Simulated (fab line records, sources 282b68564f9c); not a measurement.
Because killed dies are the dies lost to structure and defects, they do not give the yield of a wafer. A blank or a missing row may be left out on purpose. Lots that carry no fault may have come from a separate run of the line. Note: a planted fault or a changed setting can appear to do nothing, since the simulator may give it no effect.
8D (eight disciplines) problem report, filled in by code ; flow rit_cmos ; the parts of the form that need people (team, actions taken, sign-off) are left out

1. PROBLEM STATEMENT
Wafers free of any fault read 474 (standard deviation 4.3) for PRETRO_TW at RIT_PRETRO_TW_MEAS_10, against a mean of 532 on 6 wafers of 2 lots. Relative to the usual mean, that is a shift of +14 standard deviations.
Seen first at day 5 22:18 on film_metro-03, wafer L962.1. At this step, 42 wafers from 14 lots have a number in the record. Rule for "out" (also "out of limits"): further than 4 standard deviations from the usual mean. The rest of the wafers with a number are treated as sound.

2. WHAT IT IS; WHAT IT IS NOT
question;is;is not
which readings at this step;PRETRO_TW;-
which lots;L962, L963;L945, L947, L948, L949, L951, L952, L953, L954, L961, L965, L966, L968
which wafers of those lots;all that have a number;-
read on which gauges;film_metro-01, film_metro-03;film_metro-04
when;from day 5 22:18;"up to then (27 sound wafers); but 9 sound wafers of L965, L966, L968 came after"

3. SUSPECTS, AND WHAT RULES EACH OUT
Counting: a tool at any process step up to the reading remains a suspect when it ran all the lots that are out and ran no sound lot after the first of those.
- the gauge at RIT_PRETRO_TW_MEAS_10: ruled out. 2 gauges (film_metro-01, film_metro-03) read the wafers that are out.
- plasma_asher-03 at RIT_PWELL_STRIP_09 (strips in O2, time 180 s): ruled out as a lasting fault. Sound lots L965, L966, L968 ran on it after its first lot that is out, L962 (day 5 13:21).
- implanter-01 at RIT_PRETRO_IMPLANT_08: kept. It ran every lot that is out, first L962 (day 5 21:58), and no sound lot after that; its last sound lot up to then is L954 (day 4 04:47). On those wafers its own readings are out: dose_ions_cm2, faraday_current_uA.
Left after counting: implanter-01 at RIT_PRETRO_IMPLANT_08.

4. THE CAUSE (what the simulator had put in)
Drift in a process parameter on implanter-01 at RIT_PRETRO_IMPLANT_08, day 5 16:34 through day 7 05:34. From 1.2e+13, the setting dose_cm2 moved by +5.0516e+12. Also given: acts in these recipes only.
Counting left only this tool.

5. THE EFFECT CHAIN, in route order
Each row: a reading where the mean over the struck wafers with a number is more than 3 standard deviations away from the usual. Only readings for which the record gives a usual standard deviation are gone through. hours: the time from each lot's start at the first step in this table that gives one to its start at this step, as a median over the lots. sigmas: the change in usual standard deviations.
hours;step;reading;usual;on struck wafers;change;sigmas
0;RIT_PRETRO_IMPLANT_08;dose_ions_cm2;1.2002e+13;1.7050e+13;+5.0480e+12;+99 or more
0;RIT_PRETRO_IMPLANT_08;faraday_current_uA;38.0;54.0;+16.0;+23
0;RIT_PRETRO_TW_MEAS_10;PRETRO_TW;474;532;+58;+14
It contains these process steps:
- RIT_PRETRO_IMPLANT_08

6. WHAT WOULD HAVE CAUGHT IT SOONER
6 hours passed between the start of the fault at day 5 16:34 and the first reading out of limits at a measuring or inspecting step in this record, taken at day 5 22:18.
At RIT_PRETRO_IMPLANT_08, the tool's own readings (dose_ions_cm2, faraday_current_uA) were out on each struck wafer the step has a row for, so an alarm limit on them would have fired on the first such wafer.
L963, from the lots that are out (2), started RIT_PRETRO_IMPLANT_08 on implanter-01 later than day 5 22:18. Had the tool been put on hold then, it would have been spared.
